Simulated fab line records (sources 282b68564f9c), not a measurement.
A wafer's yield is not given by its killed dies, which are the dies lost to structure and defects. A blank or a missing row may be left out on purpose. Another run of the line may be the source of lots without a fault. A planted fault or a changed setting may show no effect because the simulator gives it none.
Which tool is to blame? | flow ritCmos | Sampling: 14 lots, 42 wafers, 5 of 202 route steps

== WHAT THE GAUGES READ, wafer by wafer ==
RIT_SILICIDE_RS_MEAS_02: the measuring method here is four-point-probe. Usual: SILICIDE_TI_RS typically reads 47.8 ohm/sq, with standard deviation 0.6.
lot  | measured    | on           | SILICIDE_TI_RS (ohm/sq)       | flag
L824 | day 3 03:26 | filmMetro-03 | 47.7 48.4 47.9                | 
L825 | day 3 07:52 | filmMetro-01 | 47.8 47.3 46.9                | 
L826 | day 3 11:25 | filmMetro-02 | 47.6 47.4 47.8                | 
L827 | day 3 17:52 | filmMetro-01 | 47.9 48.8 48.9                | 
L828 | day 3 23:08 | filmMetro-03 | 47.6 48.0 48.4                | 
L829 | day 4 04:35 | filmMetro-03 | 47.9 47.9 47.7                | 
L837 | day 5 22:22 | filmMetro-01 | 44.9 47.6 46.9 45.5 48.1 47.3 | 
L839 | day 6 05:50 | filmMetro-02 | 47.9 47.4 47.7                | 
L838 | day 6 06:17 | filmMetro-02 | 47.7 45.0 47.3 48.0 45.4 47.7 | 
L840 | day 6 13:08 | filmMetro-03 | 47.5 47.7 48.0                | 
L842 | day 6 21:32 | filmMetro-02 | 46.6 48.0 47.7                | 
L843 | day 7 02:09 | filmMetro-03 | 48.3 48.1 47.3                | 
L845 | day 7 12:46 | filmMetro-02 | 48.6 47.8 48.4                | 
L847 | day 7 21:42 | filmMetro-01 | 47.5 47.6 48.2                | 

RIT_SILICIDE_THK_MEAS_03: measures by xrf. Usual: SILICIDE_TI_THK typically reads 29.9 nm, with standard deviation 0.31.
lot  | measured    | on           | SILICIDE_TI_THK (nm)          | flag
L824 | day 3 03:33 | filmMetro-03 | 30.0 29.4 29.7                | 
L825 | day 3 07:59 | filmMetro-01 | 29.9 30.3 30.5                | 
L826 | day 3 11:32 | filmMetro-02 | 30.1 30.0 29.6                | 
L827 | day 3 17:59 | filmMetro-01 | 30.1 29.5 29.5                | 
L828 | day 3 23:14 | filmMetro-03 | 29.8 29.7 29.4                | 
L829 | day 4 04:41 | filmMetro-03 | 29.6 29.7 29.8                | 
L837 | day 5 22:55 | filmMetro-01 | 31.6 30.1 30.3 31.7 30.3 30.4 | 
L839 | day 6 05:57 | filmMetro-02 | 29.8 30.0 29.9                | 
L838 | day 6 06:41 | filmMetro-02 | 29.7 31.3 30.2 29.9 31.1 30.0 | 
L840 | day 6 13:16 | filmMetro-03 | 29.7 29.7 29.7                | 
L842 | day 6 21:38 | filmMetro-02 | 30.5 29.7 29.7                | 
L843 | day 7 02:16 | filmMetro-03 | 29.4 29.6 29.9                | 
L845 | day 7 12:53 | filmMetro-02 | 29.4 29.8 29.6                | 
L847 | day 7 21:49 | filmMetro-01 | 30.1 30.2 29.9                | 

RIT_CONTACT_OVL_MEAS_09. Usual: CONTACT_OVL typically reads 0.1 nm, with standard deviation 1.2.
lot  | measured    | on         | CONTACT_OVL (nm) | flag
L824 | day 3 05:06 | overlay-02 | 1.9 -0.3 2.0     | 
L825 | day 3 09:29 | overlay-01 | 0.3 1.9 -0.6     | 
L826 | day 3 12:59 | overlay-01 | -0.4 -0.5 -0.6   | 
L827 | day 3 19:29 | overlay-01 | 0.3 -0.7 2.7     | 
L828 | day 4 00:47 | overlay-01 | -0.6 1.8 0.8     | 
L829 | day 4 06:07 | overlay-01 | -1.3 0.6 0.4     | 
L837 | day 6 07:40 | overlay-02 | -1.0 0.2 -1.0    | 
L839 | day 6 07:30 | overlay-01 | 0.2 -0.1 -0.5    | 
L838 | day 6 11:39 | overlay-02 | 0.8 0.9 -0.1     | 
L840 | day 6 14:49 | overlay-01 | 3.2 -0.1 -0.3    | 
L842 | day 6 23:13 | overlay-02 | 0.9 1.3 1.2      | 
L843 | day 7 03:50 | overlay-01 | -0.6 -0.1 0.0    | 
L845 | day 7 14:26 | overlay-02 | -1.4 -1.1 -0.4   | 
L847 | day 7 23:40 | overlay-02 | -1.4 -0.9 -1.1   | 

== WHAT TOOL EACH LOT RAN ON (gives the tool, then ch and the chambers of the sampled wafers, and finally the start) ==
lot  | RIT_PSD_STRIP_09                   | RIT_SILICIDE_SPUTTER_01
L824 | plasmaAsher-02 ch 0,1, day 3 02:07 | pvdSputter-03, day 3 03:16
L825 | plasmaAsher-01 ch 0,1, day 3 06:34 | pvdSputter-01, day 3 07:43
L826 | plasmaAsher-02 ch 0,1, day 3 10:07 | pvdSputter-03, day 3 11:16
L827 | plasmaAsher-04 ch 0, day 3 16:23   | pvdSputter-01, day 3 17:43
L828 | plasmaAsher-04 ch 0,1, day 3 21:49 | pvdSputter-03, day 3 22:58
L829 | plasmaAsher-01 ch 0, day 4 03:16   | pvdSputter-01, day 4 04:25
L837 | plasmaAsher-02 ch 0,1, day 5 21:04 | pvdSputter-03, day 5 22:10
L839 | plasmaAsher-02 ch 0,1, day 6 04:31 | pvdSputter-01, day 6 05:40
L838 | plasmaAsher-04 ch 0,1, day 6 04:59 | pvdSputter-03, day 6 06:08
L840 | plasmaAsher-01 ch 0, day 6 11:50   | pvdSputter-01, day 6 12:59
L842 | plasmaAsher-02 ch 0,1, day 6 20:14 | pvdSputter-01, day 6 21:20
L843 | plasmaAsher-02 ch 0,1, day 7 00:50 | pvdSputter-01, day 7 02:00
L845 | plasmaAsher-04 ch 0,1, day 7 11:24 | pvdSputter-01, day 7 12:36
L847 | plasmaAsher-04 ch 0,1, day 7 20:23 | pvdSputter-01, day 7 21:33
- RIT_PSD_STRIP_09: strips in O2, time 180 s.
- RIT_SILICIDE_SPUTTER_01: material Ti, target thk 30 nm, time 240 s.

== WHAT THE TOOLS THEMSELVES READ (means of the sampled wafers that have a number; where no wafer has one, the mark that the record gives instead) ==
RIT_PSD_STRIP_09. Usual: chamberPressureMTorr 4000 mTorr, standard deviation 3.6; drypumpMotorCurrentA 5.5 A, standard deviation 0.56.
lot  | tool           | chamberPressureMTorr (mTorr) | drypumpMotorCurrentA (A) | flag
L824 | plasmaAsher-02 | 4000                         | 6.2                      | 
L825 | plasmaAsher-01 | 3999                         | 5.7                      | 
L826 | plasmaAsher-02 | 4002                         | 6.0                      | 
L827 | plasmaAsher-04 | 4002                         | 4.8                      | 
L828 | plasmaAsher-04 | 3999                         | 5.1                      | 
L829 | plasmaAsher-01 | 4004                         | 5.1                      | 
L837 | plasmaAsher-02 | 4000                         | 5.9                      | 
L839 | plasmaAsher-02 | 4001                         | 6.0                      | 
L838 | plasmaAsher-04 | 3998                         | 4.9                      | 
L840 | plasmaAsher-01 | 3996                         | 5.1                      | 
L842 | plasmaAsher-02 | 3999                         | 6.0                      | 
L843 | plasmaAsher-02 | 3998                         | 6.3                      | 
L845 | plasmaAsher-04 | 4004                         | 5.1                      | 
L847 | plasmaAsher-04 | 4001                         | 4.9                      | 

RIT_SILICIDE_SPUTTER_01. Usual: throttleValvePct reads 30.2 % (standard deviation 0.93).
lot  | tool          | throttleValvePct (%) | flag
L824 | pvdSputter-03 | 29.4                 | 
L825 | pvdSputter-01 | 29.8                 | 
L826 | pvdSputter-03 | 30.7                 | 
L827 | pvdSputter-01 | 30.1                 | 
L828 | pvdSputter-03 | 30.3                 | 
L829 | pvdSputter-01 | 31.1                 | 
L837 | pvdSputter-03 | 30.0                 | 
L839 | pvdSputter-01 | 30.4                 | 
L838 | pvdSputter-03 | 30.7                 | 
L840 | pvdSputter-01 | 30.4                 | 
L842 | pvdSputter-01 | 30.2                 | 
L843 | pvdSputter-01 | 30.8                 | 
L845 | pvdSputter-01 | 29.5                 | 
L847 | pvdSputter-01 | 30.2                 | 

== THE ANSWER, worked out from the rows above alone ==
Rule: a lot counts as off when the mean over its wafers that have a number is more than 3 standard deviations away from the usual mean. A lot without any number at a reading at which 4 lots or more have one is off too. Where the step has rows for the other lots, those lots are counted as sound. First the gauges in route order, then the tools' own readings, where a lot's mean is used as printed above. At the first step where some lot is off, the reading lying furthest off is the one used; lots without a number count as furthest.
No lot is off at any reading shown: from this, nothing can be told.

== WHAT WAS PUT IN BY THE SIMULATOR ==
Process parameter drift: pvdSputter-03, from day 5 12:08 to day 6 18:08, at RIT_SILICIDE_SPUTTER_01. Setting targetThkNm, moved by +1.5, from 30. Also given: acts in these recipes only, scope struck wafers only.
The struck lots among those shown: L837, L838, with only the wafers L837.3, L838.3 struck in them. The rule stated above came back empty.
